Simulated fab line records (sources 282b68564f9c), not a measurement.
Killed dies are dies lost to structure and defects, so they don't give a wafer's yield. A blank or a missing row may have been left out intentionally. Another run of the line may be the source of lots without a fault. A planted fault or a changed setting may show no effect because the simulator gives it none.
2 desks, one fault ; flow rit-cmos ; only its own numbers are on each desk; what lay behind them is given at the end

== FOR THE TOOL OWNER'S DESK: pvd-sputter-01 ==
The tool's own readings at RIT_M1_SPUTTER_00 (material Al, target thk 400 nm, time 500 s): means of the sampled wafers that have a number, for each lot that ran on this tool. The brackets show how far a lot's mean lies from the usual mean; more than 4 standard deviations puts the lot out of limits, marked OUT.
Columns: A = throttle-valve-pct at RIT_M1_SPUTTER_00, usual 30.2 %
lot;first seen here;A
L376;day 3 14:27;29.4
L383;day 4 21:23;28.9
L387;day 5 16:36;30.0
Result from this desk: across the 3 lots, nothing is out of limits.

== METROLOGY DESK ==
Lot by lot, what the gauges showed, no matter which tool ran the lot: averages of those sampled wafers that carry a number. The brackets show how far a lot's mean lies from the usual mean; more than 4 standard deviations puts the lot out of limits, marked OUT.
Columns: A = NRETRO_OVL at RIT_NRETRO_OVL_MEAS_06, usual -0.7 nm; B = NLDD_TW at RIT_NLDD_TW_MEAS_10, usual 2457; C = CONTACT_TEOS_THK at RIT_CONTACT_THK_MEAS_01, usual 399 nm; D = M1_AL_RS at RIT_M1_RS_MEAS_01, usual 0.0737 ohm/sq; E = M1_AL_THK at RIT_M1_THK_MEAS_02, usual 403 nm
lot;first seen here;A;B;C;D;E
L375;day 2 09:50;-0.4;2417;400;0.0739;402
L376;day 2 14:20;0.2;2479;394;0.0747;399
L377;day 2 16:24;-0.0;2455;399;0.0738;403
L378;day 2 20:29;-0.9;2482;394;0.0755;393
L379;day 3 02:10;-1.9;2443;402;0.0735;404
L380;day 3 07:16;-1.8;2452;404;0.0740;401
L382;day 3 15:41;-0.5;2480;401;0.0738;401
L383;day 3 21:49;-0.3;2465;401;0.0732;404
L386;day 4 11:53;-0.6;2453;402;0.0740;401
L387;day 4 17:08;-1.2;2419;398;0.0929 (+20) OUT;347 (-11) OUT
L394;day 6 05:26;-1.3;2493;401;0.0738;401
L396;day 6 13:53;0.1;2490;398;0.0746;399
L398;day 6 23:47;-0.8;2450;399;0.0729;406
Per this desk, out of limits: L387; the first was L387, day 5 16:55 (M1_AL_RS at RIT_M1_RS_MEAS_01). Within limits: L375, L376, L377, L378, L379, L380, L382, L383, L386, L394, L396, L398.

== BROUGHT TOGETHER ==
On L387, the metrology desk was in a position to raise an alarm at day 5 16:55.
The tool owner's desk saw nothing out of limits.
The tool owner's desk has L387 on record, within its limits.
Of the lots named, all ran RIT_M1_SPUTTER_00 on pvd-sputter-01.

== WHAT THE SIMULATOR HAD PUT IN ==
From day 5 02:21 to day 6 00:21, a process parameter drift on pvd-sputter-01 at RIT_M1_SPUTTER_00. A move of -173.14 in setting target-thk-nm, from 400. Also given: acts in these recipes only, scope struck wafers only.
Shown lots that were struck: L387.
Delay in hours, fault start to first out-of-limits reading, per desk: metrology desk 15.
